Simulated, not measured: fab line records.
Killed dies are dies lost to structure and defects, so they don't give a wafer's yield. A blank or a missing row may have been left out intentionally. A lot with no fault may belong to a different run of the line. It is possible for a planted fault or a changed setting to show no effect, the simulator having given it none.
Which of the tools did it? / flow rit-cmos / 21 wafers from 7 lots sampled at 2 of the route's 202 steps

== WHAT THE GAUGES SHOWED, per wafer ==
RIT_NSD_TW_MEAS_10.
lot=L320; measured=day 3 13:04; on=film-metro-01; NSD_TW=3174 3185 3180
lot=L323; measured=day 4 00:45; on=film-metro-02; NSD_TW=3155 3177 3185
lot=L325; measured=day 4 09:37; on=film-metro-01; NSD_TW=3138 3164 3171
lot=L328; measured=day 5 01:46; on=film-metro-02; NSD_TW=3146 3166 3165
lot=L330; measured=day 5 08:32; on=film-metro-01; NSD_TW=3159 3182 3169
lot=L332; measured=day 5 22:04; on=film-metro-03; NSD_TW=3090 3065 3066
lot=L339; measured=day 7 05:20; on=film-metro-01; NSD_TW=2541 2543 2554 2541 2546 2540

== EACH LOT AND THE TOOL THAT RAN IT (in order: tool; ch and the chambers of the sampled wafers; start) ==
lot=L320; RIT_NSD_IMPLANT_08=implanter-02 ch 0, day 3 12:44
lot=L323; RIT_NSD_IMPLANT_08=implanter-03 ch 0, day 4 00:26
lot=L325; RIT_NSD_IMPLANT_08=implanter-03 ch 0, day 4 09:19
lot=L328; RIT_NSD_IMPLANT_08=implanter-03 ch 0, day 5 01:26
lot=L330; RIT_NSD_IMPLANT_08=implanter-03 ch 0, day 5 08:14
lot=L332; RIT_NSD_IMPLANT_08=implanter-02 ch 0, day 5 21:44
lot=L339; RIT_NSD_IMPLANT_08=implanter-04 ch 0, day 7 05:01
- RIT_NSD_IMPLANT_08

== THE ANSWER, worked out from the rows above alone ==
Rule: the usual values come from the lots themselves. Put in order of their means at a reading, lots are off if they are a third of the lots or fewer, leave a main group of 4 or more, and stand apart from it by a gap of 3 or more times the standard deviation of the main group's means; of several such gaps the widest counts. A main group is skipped when, at the precision printed for the reading in the tables above, its means are all equal. A lot without any number at a reading at which 4 lots or more have one is off too. The other lots that the step has rows for count as sound.
Off: L339, seen at RIT_NSD_TW_MEAS_10 (NSD_TW). Mean 3152 and standard deviation 36 in the main group.
If a tool, at a process step before that reading, ran all the lots that are off and no sound lot after the first of them, it fits. Gauges at RIT_NSD_TW_MEAS_10: tried the same way as those tools. 2 tools fit, implanter-04 at RIT_NSD_IMPLANT_08 and film-metro-01 at RIT_NSD_TW_MEAS_10, so this cannot tell which one it is.

== WHAT WAS PUT IN BY THE SIMULATOR ==
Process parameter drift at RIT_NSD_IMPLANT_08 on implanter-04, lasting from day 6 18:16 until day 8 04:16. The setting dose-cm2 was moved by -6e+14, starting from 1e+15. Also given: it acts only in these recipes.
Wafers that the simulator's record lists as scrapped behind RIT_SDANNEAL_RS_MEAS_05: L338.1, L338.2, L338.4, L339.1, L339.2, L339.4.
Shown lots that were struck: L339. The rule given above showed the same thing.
